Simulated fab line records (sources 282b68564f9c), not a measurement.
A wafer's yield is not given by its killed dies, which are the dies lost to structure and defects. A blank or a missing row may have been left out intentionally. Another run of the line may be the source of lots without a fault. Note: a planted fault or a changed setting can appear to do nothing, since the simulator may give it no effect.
fab line records + flow ritCmos
record:
- lots: 7
- wafers: 21
- lastDay: 7
route steps=202 shown PLDD@122 SPACER@125 NSD@131 M1@202
lots that met no fault: taken from a fault-free run of the same line
startH: hours from the record's first day to the start of the lot's first wafer shown + waitH: how many hours have passed since the lot's step before this one + " the same as in the row above + L1.1+2: a single row standing in for several wafers + - either no value or no given start + * or withheld: withheld + < > ~ a bound
route shown NAME@n: a module of which the file shows steps, and the number in the route of the first + usual: mean/standard deviation of fault-free wafers + same: alike in all rows + chamber/n: place in a boat + sites: per-site readings + _std_site: standard deviation across them + _edge_site: outer sites' mean less inner sites' + radiusMm: how far each site lies from the wafer's centre + mask NAME#n: copy n + behind: the most recent tool/chamber to have shaped the wafer + hold: reason for holding the lot/hours on hold/outcome of the hold + device: names the non-switching transistor (n, p or np) + end of line: the same wafers' tests at the end of the route + a step with no rows: only its recipe + killed: dies lost to structure and defects at the first sort, not the wafer's yield + map: per-die view of a wafer (x killed, . not killed, _ where there is no die)
set.NAME: setting as actually run; set.NAME@STEP: the setting as run at that earlier step + model.NAME: the simulator's own value behind a step, which no gauge read
lots at some steps of the route; a table a step, a row a wafer
services: from which hour (startH, from the record's first day; less than 0 if before it) a tool's chamber was out of use, for how many hours, and why
== steps ==
step: RIT_PLDD_IMPLANT_08
recipe:
- species: BF2
- energyKev: 20
- doseCm2: 9e+14
- tiltDeg: 7
step: RIT_PLDD_STRIP_09
recipe:
- chemistry: O2
- timeS: 180
- resist: NOVOLAK
- platenTempC: withheld
- powerW: 500
- pressureMtorr: 4000
- o2FlowSccm: 4000
usual:
- drypumpMotorCurrentA: 6.1/0.52
| lot.wafer | tool           | chamber | startH | waitH | drypumpMotorCurrentA | rfHoursCounterH |
|-----------|----------------|---------|--------|-------|----------------------|-----------------|
| L938.1    | plasmaAsher-02 | 1       | 47.99  | 0.1   | 5.7                  | 38              |
| L938.2    | "              | 0       | "      | "     | 5.5                  | 38              |
| L938.4    | "              | 1       | "      | "     | 5.7                  | -               |
| L942.1    | plasmaAsher-03 | 0       | 69.21  | 0.1   | 6.7                  | 44              |
| L942.5    | "              | 0       | "      | "     | 6.7                  | -               |
| L942.6    | "              | 1       | "      | "     | 5.4                  | -               |
| L949.2    | plasmaAsher-04 | 1       | 104.62 | 0.1   | 6.6                  | 33              |
| L949.3    | "              | 1       | "      | "     | 6.6                  | -               |
| L949.4    | "              | 0       | "      | "     | 6.4                  | -               |
| L950.2    | plasmaAsher-04 | 1       | 109.74 | 0.1   | 6.6                  | 33              |
| L950.5    | "              | 0       | "      | "     | 6.4                  | -               |
| L950.6    | "              | 1       | "      | "     | 6.6                  | -               |
| L951.3    | plasmaAsher-03 | 1       | 117.13 | 0.1   | 5.4                  | -               |
| L951.5    | "              | 1       | "      | "     | 5.5                  | -               |
| L951.6    | "              | 0       | "      | "     | 6.7                  | -               |
| L958.1    | plasmaAsher-04 | 1       | 148.46 | 0.1   | 6.6                  | 38              |
| L958.2    | "              | 0       | "      | "     | 6.4                  | 38              |
| L958.6    | "              | 1       | "      | "     | 6.6                  | -               |
| L960.1    | plasmaAsher-03 | 0       | 164.44 | 0.1   | 6.7                  | 54              |
| L960.3    | "              | 1       | "      | "     | 5.4                  | -               |
| L960.4    | "              | 0       | "      | "     | 6.7                  | -               |
step: RIT_PLDD_TW_MEAS_10
usual:
- PLDD_TW: 2337/23
| lot.wafer | tool         | chamber | startH | waitH | PLDD_TW |
|-----------|--------------|---------|--------|-------|---------|
| L938.1    | filmMetro-02 | -       | 48.17  | 0.1   | 2313    |
| L938.2    | "            | -       | "      | "     | 2294    |
| L938.4    | "            | -       | "      | "     | 2307    |
| L942.1    | filmMetro-03 | -       | 69.39  | 0.1   | 2357    |
| L942.5    | "            | -       | "      | "     | 2362    |
| L942.6    | "            | -       | "      | "     | 2362    |
| L949.2    | filmMetro-04 | -       | 104.80 | 0.1   | 2335    |
| L949.3    | "            | -       | "      | "     | 2341    |
| L949.4    | "            | -       | "      | "     | 2332    |
| L950.2    | filmMetro-02 | -       | 109.92 | 0.1   | 2309    |
| L950.5    | "            | -       | "      | "     | 2302    |
| L950.6    | "            | -       | "      | "     | 2298    |
| L951.3    | filmMetro-04 | -       | 117.27 | 0.1   | 2323    |
| L951.5    | "            | -       | "      | "     | 2343    |
| L951.6    | "            | -       | "      | "     | 2333    |
| L958.1    | filmMetro-04 | -       | 148.64 | 0.1   | 2335    |
| L958.2    | "            | -       | "      | "     | 2324    |
| L958.6    | "            | -       | "      | "     | 2329    |
| L960.1    | filmMetro-04 | -       | 164.62 | 0.1   | 2329    |
| L960.3    | "            | -       | "      | "     | 2323    |
| L960.4    | "            | -       | "      | "     | 2322    |
step: RIT_SPACER_CLEAN_00
recipe:
- chemistry: SC1
- mix: 3:3:50
- timeS: 600
- tempC: 75
step: RIT_SPACER_CLEAN_01
recipe:
- chemistry: dHF
- dilution: 50:1
- timeS: 30
step: RIT_SPACER_CLEAN_02
recipe:
- chemistry: SC2
- mix: 3:3:50
- timeS: 600
- tempC: 75
- dry: n2Spin
step: RIT_SPACER_CVD_03
recipe:
- material: Si3N4
- targetThkNm: 250
- tempC: 810
- precursor: SiH2Cl2/NH3
- timeS: 3300
- pressureMtorr: 300
- sih2cl2FlowSccm: 60
- nh3FlowSccm: 150
step: RIT_SPACER_THK_MEAS_04
recipe:
- reads: Si3N4_of_SPACER_CVD_03
usual:
- SPACER_NITRIDE_THK: 251.0/2.3
| lot.wafer | tool         | chamber | startH | waitH | SPACER_NITRIDE_THK[nm] |
|-----------|--------------|---------|--------|-------|------------------------|
| L938.1    | filmMetro-01 | -       | 50.51  | 0.0   | 250.8                  |
| L938.2    | "            | -       | "      | "     | 250.9                  |
| L938.4    | "            | -       | "      | "     | 252.1                  |
| L942.1    | filmMetro-04 | -       | 71.76  | 0.0   | 248.7                  |
| L942.5    | "            | -       | "      | "     | 252.6                  |
| L942.6    | "            | -       | "      | "     | 250.3                  |
| L949.2    | filmMetro-01 | -       | 107.43 | 0.0   | 250.3                  |
| L949.3    | "            | -       | "      | "     | 249.6                  |
| L949.4    | "            | -       | "      | "     | 251.1                  |
| L950.2    | filmMetro-01 | -       | 112.28 | 0.0   | 249.0                  |
| L950.5    | "            | -       | "      | "     | 249.6                  |
| L950.6    | "            | -       | "      | "     | 248.3                  |
| L951.3    | filmMetro-03 | -       | 119.64 | 0.0   | 251.4                  |
| L951.5    | "            | -       | "      | "     | 250.4                  |
| L951.6    | "            | -       | "      | "     | 250.8                  |
| L958.1    | filmMetro-01 | -       | 150.99 | 0.0   | 253.0                  |
| L958.2    | "            | -       | "      | "     | 252.2                  |
| L958.6    | "            | -       | "      | "     | 253.2                  |
| L960.1    | filmMetro-01 | -       | 167.00 | 0.0   | 246.9                  |
| L960.3    | "            | -       | "      | "     | 249.5                  |
| L960.4    | "            | -       | "      | "     | 248.5                  |
step: RIT_SPACER_ETCHBACK_05
recipe:
- targetDepthA: 2500
- SF6_flow_sccm: 30
- CHF3_flow_sccm: 30
- target: Si3N4
- chemistry: SF6/CHF3
- pressureMtorr: 40
- rfW: 250
- timeS: 240
- stopOn: SiO2
usual:
- drypumpMotorCurrentA: 5.9/0.46
- oesProductAu: 0.847/0.014
- throttleValvePct: 10.26/0.16
| lot.wafer | tool       | chamber | startH | waitH | drypumpMotorCurrentA | oesProductAu | rfHoursCounterH | throttleValvePct |
|-----------|------------|---------|--------|-------|----------------------|--------------|-----------------|------------------|
| L938.1    | rieDiel-02 | 0       | 50.57  | 0.1   | 6.5                  | 0.851        | 60              | 10.32            |
| L938.2    | "          | 2       | "      | "     | 6.0                  | 0.849        | 70              | 10.22            |
| L938.4    | "          | 3       | "      | "     | 5.9                  | 0.856        | -               | 10.28            |
| L942.1    | rieDiel-01 | 2       | 71.82  | 0.1   | 6.4                  | 0.846        | 110             | 10.09            |
| L942.5    | "          | 1       | "      | "     | 5.4                  | 0.832        | -               | 10.33            |
| L942.6    | "          | 2       | "      | "     | 6.4                  | 0.850        | -               | 10.11            |
| L949.2    | rieDiel-01 | 3       | 107.48 | 0.0   | 6.0                  | 0.846        | 152             | 9.99             |
| L949.3    | "          | 0       | "      | "     | 5.7                  | 0.819        | 62              | 10.52            |
| L949.4    | "          | 1       | "      | "     | 5.4                  | 0.834        | 116             | 10.33            |
| L950.2    | rieDiel-01 | 1       | 112.33 | 0.0   | 5.4                  | 0.828        | 116             | 10.32            |
| L950.5    | "          | 0       | "      | "     | 5.8                  | 0.833        | -               | 10.54            |
| L950.6    | "          | 3       | "      | "     | 6.0                  | 0.835        | -               | 10.00            |
| L951.3    | rieDiel-01 | 1       | 119.68 | 0.0   | 5.4                  | 0.833        | 116             | 10.34            |
| L951.5    | "          | 0       | "      | "     | 5.8                  | 0.834        | -               | 10.51            |
| L951.6    | "          | 3       | "      | "     | 6.0                  | 0.852        | -               | 9.99             |
| L958.1    | rieDiel-04 | 0       | 151.05 | 0.1   | 6.4                  | 0.843        | 134             | 10.08            |
| L958.2    | "          | 3       | "      | "     | 5.6                  | 0.872        | 54              | 10.43            |
| L958.6    | "          | 3       | "      | "     | 5.6                  | 0.873        | -               | 10.43            |
| L960.1    | rieDiel-04 | 2       | 167.06 | 0.1   | 5.3                  | 0.821        | 88              | 10.16            |
| L960.3    | "          | 0       | "      | "     | 6.5                  | 0.828        | 134             | 10.07            |
| L960.4    | "          | 3       | "      | "     | 5.6                  | 0.868        | 54              | 10.43            |
step: RIT_NSD_HMDS_00
recipe:
- primeTimeS: 60
- primeTempC: 140
step: RIT_NSD_COAT_01
recipe:
- resist: NOVOLAK
- spinRpm: 3250
- resistThkNm: 1000
step: RIT_NSD_SOFTBAKE_02
recipe:
- resist: NOVOLAK
- tempC: 90
- timeS: 60
step: RIT_NSD_EXPOSE_03
recipe:
- maskId: M9
- na: 0.57
- targetCdNm: 40700
- doseMj: 250
usual:
- exposureDoseMJCm2: 249.96/0.23
| lot.wafer | tool            | chamber | startH | waitH | mask | exposureDoseMJCm2 | model.NSD.overlayXNm |
|-----------|-----------------|---------|--------|-------|------|-------------------|----------------------|
| L938.1    | ilineStepper-01 | 0       | 51.29  | 0.1   | M9#0 | 250.15            | 3.157                |
| L938.2    | "               | 0       | "      | "     | M9#0 | 250.10            | 3.157                |
| L938.4    | "               | 0       | "      | "     | M9#0 | 249.84            | 3.157                |
| L942.1    | ilineStepper-02 | 0       | 72.42  | 0.1   | M9#0 | 249.90            | -0.9954              |
| L942.5    | "               | 0       | "      | "     | M9#0 | 249.87            | -0.9954              |
| L942.6    | "               | 0       | "      | "     | M9#0 | 249.85            | -0.9954              |
| L949.2    | ilineStepper-01 | 0       | 108.22 | 0.2   | M9#0 | 249.90            | 421.3                |
| L949.3    | "               | 0       | "      | "     | M9#0 | 249.72            | 421.3                |
| L949.4    | "               | 0       | "      | "     | M9#0 | 249.75            | 421.3                |
| L950.2    | ilineStepper-01 | 0       | 112.95 | 0.1   | M9#0 | 250.49            | 419.3                |
| L950.5    | "               | 0       | "      | "     | M9#0 | 250.58            | 419.3                |
| L950.6    | "               | 0       | "      | "     | M9#0 | 250.19            | 419.3                |
| L951.3    | ilineStepper-01 | 0       | 120.32 | 0.1   | M9#0 | 249.63            | 419                  |
| L951.5    | "               | 0       | "      | "     | M9#0 | 249.61            | 419                  |
| L951.6    | "               | 0       | "      | "     | M9#0 | 249.71            | 419                  |
| L958.1    | ilineStepper-02 | 0       | 151.77 | 0.2   | M9#0 | 250.04            | 0.1115               |
| L958.2    | "               | 0       | "      | "     | M9#0 | 249.97            | 0.1115               |
| L958.6    | "               | 0       | "      | "     | M9#0 | 249.82            | 0.1115               |
| L960.1    | ilineStepper-02 | 0       | 167.78 | 0.2   | M9#0 | 249.83            | 2.816                |
| L960.3    | "               | 0       | "      | "     | M9#0 | 249.74            | 2.816                |
| L960.4    | "               | 0       | "      | "     | M9#0 | 249.76            | 2.816                |
step: RIT_NSD_PEB_04
recipe:
- resist: NOVOLAK
- tempC: withheld
- timeS: withheld
step: RIT_NSD_DEVELOP_05
recipe:
- resist: NOVOLAK
- developTimeS: 50
- devTempC: 23
step: RIT_NSD_OVL_MEAS_06
usual:
- NSD_OVL: 1.0/1.5
| lot.wafer | tool       | chamber | startH | waitH | NSD_OVL[nm] |
|-----------|------------|---------|--------|-------|-------------|
| L938.1    | overlay-02 | -       | 51.69  | -     | 3.7         |
| L938.2    | "          | -       | "      | "     | 2.8         |
| L938.4    | "          | -       | "      | "     | 3.2         |
| L942.1    | overlay-02 | -       | 72.82  | -     | 0.0         |
| L942.5    | "          | -       | "      | "     | 1.1         |
| L942.6    | "          | -       | "      | "     | 1.1         |
| L949.2    | overlay-02 | -       | 108.61 | -     | 422.0       |
| L949.3    | "          | -       | "      | "     | 421.9       |
| L949.4    | "          | -       | "      | "     | 421.8       |
| L950.2    | overlay-02 | -       | 113.34 | -     | 419.8       |
| L950.5    | "          | -       | "      | "     | 418.7       |
| L950.6    | "          | -       | "      | "     | 419.6       |
| L951.3    | overlay-02 | -       | 120.70 | -     | 418.6       |
| L951.5    | "          | -       | "      | "     | 419.3       |
| L951.6    | "          | -       | "      | "     | 420.4       |
| L958.1    | overlay-01 | -       | 152.17 | -     | 1.6         |
| L958.2    | "          | -       | "      | "     | 0.8         |
| L958.6    | "          | -       | "      | "     | 1.8         |
| L960.1    | overlay-01 | -       | 168.22 | -     | 2.5         |
| L960.3    | "          | -       | "      | "     | 3.8         |
| L960.4    | "          | -       | "      | "     | 3.9         |
step: RIT_NSD_HARDBAKE_07
recipe:
- resist: NOVOLAK
- tempC: 140
- timeS: 60
step: RIT_M1_PROBE_99
usual:
- killedAtFrontEnd: 7/3.1
- killedDies: 7/3.1
- killedOpen: 3.3/2
- killedShort: 3.4/2.1
same:
- grossDies: 264
- killed_at_M0_to_M3: 0
- killed_at_M4_up: 0
- killedAtBackSide: 0
- killedAtContacts: 0
- killedAtOther: 0
| lot.wafer | tool      | chamber | startH | waitH | killedAtFrontEnd | killedDies | killedOpen | killedShort | model.etest.selectEdgeDiodeN.overLimit |
|-----------|-----------|---------|--------|-------|------------------|------------|------------|-------------|----------------------------------------|
| L938.1    | prober-02 | -       | 62.23  | 0.1   | 12               | 12         | 7          | 5           | 0                                      |
| L938.2    | prober-02 | -       | 62.28  | 0.1   | 11               | 11         | 7          | 4           | 0                                      |
| L938.4    | prober-02 | -       | 62.38  | 0.2   | 15               | 15         | 8          | 7           | 0                                      |
| L942.1    | prober-02 | -       | 82.76  | 0.1   | 10               | 10         | 4          | 6           | 0                                      |
| L942.5    | prober-02 | -       | 82.96  | 0.2   | 7                | 7          | 4          | 3           | 0                                      |
| L942.6    | prober-02 | -       | 83.01  | 0.2   | 14               | 14         | 8          | 6           | 0                                      |
| L949.2    | prober-02 | -       | 119.21 | 0.1   | 5                | 5          | 3          | 2           | 1                                      |
| L949.3    | prober-02 | -       | 119.26 | 0.2   | 6                | 6          | 3          | 3           | 1                                      |
| L949.4    | prober-02 | -       | 119.31 | 0.2   | 6                | 6          | 4          | 2           | 1                                      |
| L950.2    | prober-01 | -       | 123.72 | 0.1   | 6                | 6          | 2          | 4           | 1                                      |
| L950.5    | prober-01 | -       | 123.87 | 0.2   | 2                | 2          | 1          | 1           | 1                                      |
| L950.6    | prober-01 | -       | 123.92 | 0.2   | 6                | 6          | 3          | 3           | 1                                      |
| L951.3    | prober-02 | -       | 130.90 | 0.2   | 11               | 11         | 9          | 2           | 1                                      |
| L951.5    | prober-02 | -       | 131.00 | 0.2   | 4                | 4          | 2          | 2           | 1                                      |
| L951.6    | prober-02 | -       | 131.05 | 0.2   | 4                | 4          | 2          | 2           | 1                                      |
| L958.1    | prober-01 | -       | 162.04 | 0.1   | 3                | 3          | 2          | 1           | 0                                      |
| L958.2    | prober-01 | -       | 162.09 | 0.1   | 6                | 6          | 5          | 1           | 0                                      |
| L958.6    | prober-01 | -       | 162.29 | 0.2   | 10               | 10         | 4          | 6           | 0                                      |
| L960.1    | prober-01 | -       | 178.67 | 0.1   | 10               | 10         | 1          | 9           | 0                                      |
| L960.3    | prober-01 | -       | 178.77 | 0.2   | 7                | 7          | 2          | 5           | 0                                      |
| L960.4    | prober-01 | -       | 178.82 | 0.2   | 11               | 11         | 6          | 5           | 0                                      |
killed by level:class
L938.1 GATE:geometricParticle:short=4 GATE:geometricParticle:open=2 SPACER:geometricParticle:open=2 FOX1:geometricParticle:open=1 REOX:geometricParticle:open=1 SILICIDE:geometricParticle:short=1 SILICIDE:geometricParticle:open=1
L938.2 GATE:geometricParticle:open=3 REOX:geometricParticle:open=2 FOX1:geometricParticle:open=1 GATE:geometricParticle:short=1 REOX:geometricParticle:short=1 SPACER:geometricParticle:short=1 SILICIDE:geometricParticle:open=1 SILICIDE:geometricParticle:short=1
L938.4 SILICIDE:geometricParticle:open=4 FOX1:geometricParticle:short=3 GATE:geometricParticle:open=3 GATE:geometricParticle:short=2 FOX1:geometricParticle:open=1 SPACER:geometricParticle:short=1 SILICIDE:geometricParticle:short=1
L942.1 FOX2:geometricParticle:short=3 FOX1:geometricParticle:open=1 FOX2:geometricParticle:open=1 GATE:geometricParticle:short=1 REOX:geometricParticle:open=1 SPACER:geometricParticle:short=1 SPACER:geometricParticle:open=1 SILICIDE:geometricParticle:short=1
L942.5 FOX1:geometricParticle:short=2 REOX:geometricParticle:open=2 FOX1:geometricParticle:open=1 GATE:geometricParticle:short=1 SPACER:geometricParticle:open=1
L942.6 FOX1:geometricParticle:short=2 GATE:geometricParticle:open=2 SPACER:geometricParticle:open=2 SILICIDE:geometricParticle:open=2 FOX1:geometricParticle:open=1 FOX2:geometricParticle:short=1 FOX2:geometricParticle:open=1 GATE:geometricParticle:short=1
L949.2 GATE:geometricParticle:open=2 GATE:geometricParticle:short=1 SILICIDE:geometricParticle:open=1 STARTING-WAFER:geometricParticle:short=1
L949.3 GATE:geometricParticle:open=3 FOX1:geometricParticle:short=1 FOX2:geometricParticle:short=1 SPACER:geometricParticle:short=1
L949.4 GATE:geometricParticle:short=2 GATE:geometricParticle:open=2 SPACER:geometricParticle:open=2
L950.2 GATE:geometricParticle:short=3 GATE:geometricParticle:open=2 SPACER:geometricParticle:short=1
L950.5 FOX2:geometricParticle:open=1 SPACER:geometricParticle:short=1
L950.6 GATE:geometricParticle:short=2 GATE:geometricParticle:open=2 REOX:geometricParticle:short=1 SILICIDE:geometricParticle:open=1
L951.3 GATE:geometricParticle:open=5 FOX1:geometricParticle:short=1 FOX1:geometricParticle:open=1 FOX2:geometricParticle:open=1 GATE:geometricParticle:short=1 SPACER:geometricParticle:open=1 SILICIDE:geometricParticle:open=1
L951.5 GATE:geometricParticle:open=2 GATE:geometricParticle:short=1 SILICIDE:geometricParticle:short=1
L951.6 FOX1:geometricParticle:open=1 FOX1:geometricParticle:short=1 SILICIDE:geometricParticle:short=1 SILICIDE:geometricParticle:open=1
L958.1 GATE:geometricParticle:open=1 REOX:geometricParticle:open=1 SILICIDE:geometricParticle:short=1
L958.2 FOX1:geometricParticle:open=2 FOX1:geometricParticle:short=1 FOX2:geometricParticle:open=1 GATE:geometricParticle:open=1 REOX:geometricParticle:open=1
L958.6 GATE:geometricParticle:short=3 FOX1:geometricParticle:short=2 GATE:geometricParticle:open=2 FOX2:geometricParticle:open=1 REOX:geometricParticle:open=1 REOX:geometricParticle:short=1
L960.1 FOX1:geometricParticle:short=5 GATE:geometricParticle:short=2 SPACER:geometricParticle:short=2 GATE:geometricParticle:open=1
L960.3 FOX1:geometricParticle:open=2 GATE:geometricParticle:short=2 FOX1:geometricParticle:short=1 REOX:geometricParticle:short=1 SPACER:geometricParticle:short=1
L960.4 GATE:geometricParticle:open=4 FOX1:geometricParticle:short=1 FOX2:geometricParticle:short=1 GATE:geometricParticle:short=1 REOX:geometricParticle:short=1 SPACER:geometricParticle:open=1 SILICIDE:geometricParticle:open=1 SILICIDE:geometricParticle:short=1
== services ==
| tool            | chamber | startH | hours | kind                   |
|-----------------|---------|--------|-------|------------------------|
| plasmaAsher-03  | -       | 29.45  | 3.2   | repair                 |
| rieDiel-02      | 1       | 31.86  | 13.1  | repair                 |
| rieDiel-04      | -       | 42.71  | 0.9   | repair                 |
| rieDiel-02      | 1       | 45.10  | -     | clean                  |
| rieDiel-02      | 1       | 45.10  | 23.2  | scheduledDown          |
| rieDiel-02      | 1       | 45.10  | 23.2  | ventCycle              |
| rieDiel-04      | 0       | 56.91  | 12.7  | repair                 |
| rieDiel-04      | 0       | 70.42  | 10.5  | repair                 |
| ilineStepper-02 | -       | 81.00  | 2.1   | pm                     |
| ilineStepper-02 | -       | 83.08  | -     | consumableReplace:lamp |
| plasmaAsher-04  | -       | 87.09  | 2.8   | pm                     |
| rieDiel-02      | -       | 106.17 | 14.6  | pm                     |
| plasmaAsher-02  | -       | 108.75 | 9.0   | pm                     |
| plasmaAsher-02  | 0       | 108.75 | 9.0   | ventCycle              |
| plasmaAsher-02  | 1       | 108.75 | 9.0   | ventCycle              |
| plasmaAsher-04  | -       | 114.73 | 0.3   | repair                 |
| plasmaAsher-04  | -       | 115.27 | 2.3   | repair                 |
| plasmaAsher-03  | -       | 117.44 | 8.2   | repair                 |
| rieDiel-01      | -       | 118.35 | 1.0   | repair                 |
| rieDiel-01      | 3       | 132.80 | -     | clean                  |
| rieDiel-01      | 3       | 132.80 | 22.9  | scheduledDown          |
| rieDiel-01      | 3       | 132.80 | 22.9  | ventCycle              |
| plasmaAsher-02  | -       | 144.55 | 1.7   | repair                 |
| rieDiel-01      | 1       | 165.02 | 8.6   | repair                 |
== key ==
firstSign:
- step: RIT_NSD_OVL_MEAS_06
- reading: NSD_OVL
- direction: up
- sigmas: 99+
- usual: 1.0
- struck: 420.2
effect none on later readings
modelEffect:
- step: RIT_NSD_EXPOSE_03
- value: NSD.overlayXNm
- without: -0.1314
- struck: 419.9
modelEffect:
- step: RIT_M1_PROBE_99
- value: etest.selectEdgeDiodeN.overLimit
- without: 0
- struck: 1
metAt RIT_NSD_EXPOSE_03
struckWafers L949.2,L949.3,L949.4,L950.2,L950.5,L950.6,L951.3,L951.5,L951.6
testerLeftOut L949,L950,L951
onsetBetween 51.29 108.22
alsoFits RIT_SPACER_ETCHBACK_05:rieDiel-01
fault:
- kind: scannerMatchingOverlay
- tool: ilineStepper-01
- chamber: -
- onsetH: 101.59
- steps: RIT_NSD_EXPOSE_03
- offset: 420
testerLeftOut: of these lots the tester's yield and bins aren't shown, on N5 and GAA mostly nor the transistor test; their killed dies are dies lost to structure and defects alone, not to doping, threshold or leakage, so they don't give the yield
